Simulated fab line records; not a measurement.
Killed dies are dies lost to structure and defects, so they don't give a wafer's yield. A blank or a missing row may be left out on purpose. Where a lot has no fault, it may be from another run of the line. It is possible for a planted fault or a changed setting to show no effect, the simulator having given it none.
One fault seen from 2 desks -- flow rit_cmos -- every desk sees just its own numbers, and what lay behind them comes last

## FOR THE TOOL OWNER'S DESK: pecvd-04
The tool's own readings at RIT_CONTACT_CVD_00 (deposits SiO2 from TEOS, target thk 400 nm, time 61 s): means of the sampled wafers that have a number, for each lot that ran on this tool. Any lot whose mean is over 4 standard deviations away from the usual mean is out of limits and marked OUT; that distance is given in the brackets.
Columns: A = heater_power_w at RIT_CONTACT_CVD_00, usual 324 W; B = susceptor_temp_C at RIT_CONTACT_CVD_00, usual 390.01 C
lot,first seen here,A,B
L613,day 3 17:54,321,390.06
L625,day 6 05:03,350,390.15
L628,day 6 16:37,326,389.98
Finding of this desk: none of the 3 lots has anything out of limits.

## FROM THE METROLOGY DESK
Lot by lot, what the gauges showed, no matter which tool ran the lot: averages of those sampled wafers that carry a number. Any lot whose mean is over 4 standard deviations away from the usual mean is out of limits and marked OUT; that distance is given in the brackets.
Columns: A = CONTACT_TEOS_THK at RIT_CONTACT_THK_MEAS_01, usual 400 nm
lot,first seen here,A
L613,day 3 17:57,405
L625,day 6 05:07,235 (-29) OUT
L628,day 6 16:40,235 (-29) OUT
L632,day 7 13:33,395
Per this desk, out of limits: L625, L628; the first was L625, day 6 05:07 (CONTACT_TEOS_THK at RIT_CONTACT_THK_MEAS_01). L613, L632 stayed within limits.

## ALL TOGETHER
L625, L628 would have let the metrology desk raise an alarm at day 6 05:07.
Nothing out of limits was seen by the tool owner's desk.
Tool owner's desk: L625, L628 on record, inside its limits.
On pecvd-04, each named lot ran RIT_CONTACT_CVD_00.

## WHAT THE SIMULATOR HAD INSERTED
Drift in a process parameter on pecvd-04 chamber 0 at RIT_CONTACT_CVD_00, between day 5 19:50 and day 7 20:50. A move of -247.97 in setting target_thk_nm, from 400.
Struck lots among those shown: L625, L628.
Time in hours between the start of the fault and the first out-of-limits reading at each desk: metrology desk, 9.
